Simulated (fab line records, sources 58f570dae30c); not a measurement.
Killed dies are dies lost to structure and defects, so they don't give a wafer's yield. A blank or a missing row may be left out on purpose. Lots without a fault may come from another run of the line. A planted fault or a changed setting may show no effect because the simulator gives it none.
Problem report in the 8D (eight disciplines) form, filled by code | flow berkeley_cmos170 | the parts of the form that need people (team, actions taken, sign-off) are left out

1. THE PROBLEM
PVT_TW at UCB170_PVT_TW_MEAS_09 reads a mean of 577 on 6 wafers of 2 lots; wafers without a fault read 512 with a standard deviation of 5.8. That is +11 standard deviations from the usual mean.
First seen on wafer L952.1, day 9 04:53, on film_metro-03. The record holds 42 wafers of 14 lots with a number at this step. Rule for "out", or "out of limits": more than 4 standard deviations from the usual mean. The other wafers with a number count as sound.

2. WHAT IT IS AND WHAT IT IS NOT
question                    | is                     | is not
which readings at this step | PVT_TW                 | -
which lots                  | L952, L956             | L935, L936, L938, L939, L942, L943, L945, L948, L951, L953, L957, L958
which wafers of those lots  | all that have a number | -
read on which gauges        | film_metro-03          | film_metro-02, film_metro-04
when                        | from day 9 04:53       | up to then (24 sound wafers); but 12 sound wafers of L951, L953, L957, L958 came after

3. SUSPECTS, AND WHAT RULES EACH OUT
Counting: a tool at a process step up to the reading stays a suspect if it ran every lot that is out and no sound lot after the first of them.
- the gauge at UCB170_PVT_TW_MEAS_09: ruled out. All the wafers that are out were read on film_metro-03, but those of them that UCB170_PVT_IMPLANT_07 has rows for are out there too, on other tools.
- implanter-01 at UCB170_PVT_IMPLANT_07: kept. It ran every lot that is out, first L952 (day 9 04:38), and no sound lot after that; its last sound lot up to then is L948 (day 8 09:49). Its own readings are out on those wafers: dose_ions_cm2, faraday_current_uA.
Left after counting: implanter-01 at UCB170_PVT_IMPLANT_07.

4. THE CAUSE (what the simulator had put in)
Process parameter drift: implanter-01, from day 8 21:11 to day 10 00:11, at UCB170_PVT_IMPLANT_07. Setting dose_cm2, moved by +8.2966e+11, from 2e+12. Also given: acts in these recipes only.
Counting left only this tool.

5. THE CHAIN OF EFFECTS, in route order
Each row: a reading whose mean over the struck wafers that have a number lies more than 3 standard deviations from the usual. Only readings for which the record gives a usual standard deviation are gone through. hours: the time from each lot's start at the first step in this table that gives one to its start at this step, as a median over the lots. sigmas: the change in usual standard deviations.
hours | step                  | reading            | usual      | on struck wafers | change      | sigmas
0     | UCB170_PVT_IMPLANT_07 | dose_ions_cm2      | 1.9997e+12 | 2.8286e+12       | +8.2892e+11 | +99 or more
0     | UCB170_PVT_IMPLANT_07 | faraday_current_uA | 6.36       | 8.94             | +2.58       | +20
0     | UCB170_PVT_TW_MEAS_09 | PVT_TW             | 512        | 577              | +65         | +11
The process steps in it:
- UCB170_PVT_IMPLANT_07

6. WHAT WOULD HAVE CAUGHT IT SOONER
In this record the first reading out of limits at a measuring or inspecting step was taken at day 9 04:53, 8 hours after the fault began at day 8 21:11.
The tool's own readings at UCB170_PVT_IMPLANT_07 were out on every struck wafer that the step has a row for (dose_ions_cm2, faraday_current_uA): an alarm limit on them would have fired on the first of those.
Of the lots that are out (2), L956 began UCB170_PVT_IMPLANT_07 on implanter-01 after day 9 04:53. A hold on the tool at that time would have spared it.
